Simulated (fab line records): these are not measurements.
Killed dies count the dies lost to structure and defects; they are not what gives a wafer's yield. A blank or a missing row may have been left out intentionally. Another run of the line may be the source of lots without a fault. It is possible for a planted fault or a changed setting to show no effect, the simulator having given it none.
A struck lot beside a sound one | flow ritCmos | 43 steps out of a route of 202
Sound: these wafers, L356.1, L356.3, L356.6. Wafers struck: L363.3, L363.4, L363.5. The cause comes at the end.
Each step with rows lists, per side, the tool, then ch with its chambers, then its first start. Under that, the readings that differ: sound wafers | struck wafers | difference of the means | sigmas: that difference in standard deviations of wafers without a fault.
alike: readings with means less than 2 such deviations apart, plus words and numbers identical on both sides. not compared: withheld readings, readings lacking a value on some wafer, bounds such as >300 that could conceal the same value, and numbers that have no deviation in the record and whose values overlap.
The two part at a step that has a row with sigmas, a row that says differs or no value, or rows on one side only. When numbers do not overlap yet have no deviation, they are printed without sigmas and do not part them. A reading missing from all wafers of one side parts the sides only when that side holds two or more wafers.

first, 3 steps without rows for these wafers: RIT_PRETRO_EXPOSE_03 (exposes mask M5, target cd 43700 nm); RIT_PRETRO_PEB_04; RIT_PRETRO_DEVELOP_05 (develop time 68 s).
RIT_PRETRO_OVL_MEAS_06:
  struck on overlay-02, day 5 19:34; sound on overlay-01, day 4 14:25
  alike: PRETRO_OVL
then, 2 steps without rows for these wafers: RIT_PRETRO_HARDBAKE_07 (time 120 s); RIT_PRETRO_IMPLANT_08.
RIT_PRETRO_STRIP_09: strips in O2, time 180 s.
  sound on plasmaAsher-04 ch 0,1, day 4 14:52; struck on plasmaAsher-01 ch 0,1, day 5 20:03
  alike: drypumpMotorCurrentA
  not compared: rfHoursCounterH
RIT_PRETRO_TW_MEAS_10:
  struck on filmMetro-01, day 5 20:11; sound on filmMetro-01, day 4 15:02
  alike: PRETRO_TW
then, 4 steps without rows for these wafers: RIT_GATE_WET_ETCH_00 (etches SiO2 in BOE, target depth 56 nm, time 60 s); RIT_GATE_CLEAN_01 (cleans in SC1, time 600 s); RIT_GATE_CLEAN_02 (cleans in dHF, time 30 s); RIT_GATE_CLEAN_03 (cleans in SC2, time 600 s).
RIT_GATE_CLEAN_04: cleans in dHF, time 60 s.
  sound on wetBench-02 ch 2, day 4 15:30; struck on wetBench-02 ch 1, day 5 20:37
RIT_FOX2_THK_MEAS_91:
  struck on filmMetro-01, day 5 20:40; sound on filmMetro-01, day 4 15:32
  alike: FIELD_OXIDE_LEFT_2_THK
then, 2 steps without rows for these wafers: RIT_GATE_OXIDATION_05 (target thk 3 nm, ox time 270 s); RIT_GATE_ANNEAL_06 (time 600 s).
RIT_GATE_THK_MEAS_07:
  struck on filmMetro-01, day 5 22:21; sound on filmMetro-03, day 4 16:58
  alike: GATE_OXIDE_THK
then, 1 step without rows for these wafers: RIT_GATE_CVD_08 (deposits poly-Si from SiH4, target thk 250 nm, time 2220 s).
RIT_GATE_THK_MEAS_09:
  struck on filmMetro-04, day 6 00:10; sound on filmMetro-04, day 4 18:38
reading            | sound             | struck            | difference | sigmas
GATE_POLY_THK (nm) | 254.3 253.3 253.2 | 247.5 247.0 248.0 | -6.1       | -2
then, 6 steps without rows for these wafers: RIT_GATE_HMDS_10 (prime time 60 s); RIT_GATE_COAT_11 (resist thk 850 nm); RIT_GATE_SOFTBAKE_12 (time 60 s); RIT_GATE_EXPOSE_13 (exposes mask M6, target cd 150 nm); RIT_GATE_PEB_14; RIT_GATE_DEVELOP_15 (develop time 50 s).
RIT_GATE_CD_MEAS_16 targets a cd of 150 nm.
  struck on cdSem-01, day 6 01:11; sound on cdSem-02, day 4 19:41
  alike: cdNm
RIT_GATE_OVL_MEAS_17:
  struck on overlay-01, day 6 01:16; sound on overlay-01, day 4 19:48
  alike: GATE_OVL
then, 1 step without rows for these wafers: RIT_GATE_HARDBAKE_18 (time 60 s).
RIT_GATE_ETCH_19: etches poly-Si in SF6/CHF3/O2, stops on SiO2, time 165 s, target depth 312.5 nm.
  sound on rieSi-02 ch 0,1,2, day 4 19:59; struck on rieSi-01 ch 0,2, day 6 01:26
reading             | sound             | struck            | difference | sigmas
O2_flow_sccm (sccm) | 5.011 5.007 5.029 | 4.991 4.979 4.981 | -0.032     | -2
  alike: drypumpMotorCurrentA, oesProductAu, throttleValvePct
  not compared: rfHoursCounterH
RIT_GATE_STRIP_20: strips in O2, time 180 s.
  sound on plasmaAsher-01 ch 0,1, day 4 20:05; struck on plasmaAsher-03 ch 0,1, day 6 01:37
  alike: drypumpMotorCurrentA
  not compared: rfHoursCounterH
RIT_GATE_CD_MEAS_90 targets a cd of 150 nm.
  struck on cdSem-02, day 6 01:46; sound on cdSem-01, day 4 20:16
  alike: cdNm
then, 4 steps without rows for these wafers: RIT_REOX_CLEAN_00 (cleans in SC1, time 600 s); RIT_REOX_CLEAN_01 (cleans in dHF, time 30 s); RIT_REOX_CLEAN_02 (cleans in SC2, time 600 s); RIT_REOX_OXIDATION_03 (target thk 25.2 nm, ox time 5580 s).
RIT_REOX_THK_MEAS_04:
  struck on filmMetro-02, day 6 05:17; sound on filmMetro-04, day 4 23:19
  alike: REOX_OXIDE_THK
then, 6 steps without rows for these wafers: RIT_NLDD_HMDS_00 (prime time 60 s); RIT_NLDD_COAT_01 (resist thk 1000 nm); RIT_NLDD_SOFTBAKE_02 (time 60 s); RIT_NLDD_EXPOSE_03 (exposes mask M7, target cd 40700 nm); RIT_NLDD_PEB_04; RIT_NLDD_DEVELOP_05 (develop time 50 s).
RIT_M1_PROBE_99:
  struck on prober-01, day 6 23:59; sound on prober-02, day 5 16:47
reading          | sound | struck   | difference | sigmas
killedAtFrontEnd | 8 5 5 | 38 38 36 | +31        | +11
killedDies       | 8 5 6 | 38 38 36 | +31        | +11
killedOnRim      | 2 1 0 | 11 14 8  | +10        | +7
  alike: killedAtContacts, killedOpen, killedShort

## WHERE THEY PART
Last at RIT_M1_PROBE_99 as far as this record goes, first at RIT_GATE_THK_MEAS_09.

WHY: what had been put in by the simulator
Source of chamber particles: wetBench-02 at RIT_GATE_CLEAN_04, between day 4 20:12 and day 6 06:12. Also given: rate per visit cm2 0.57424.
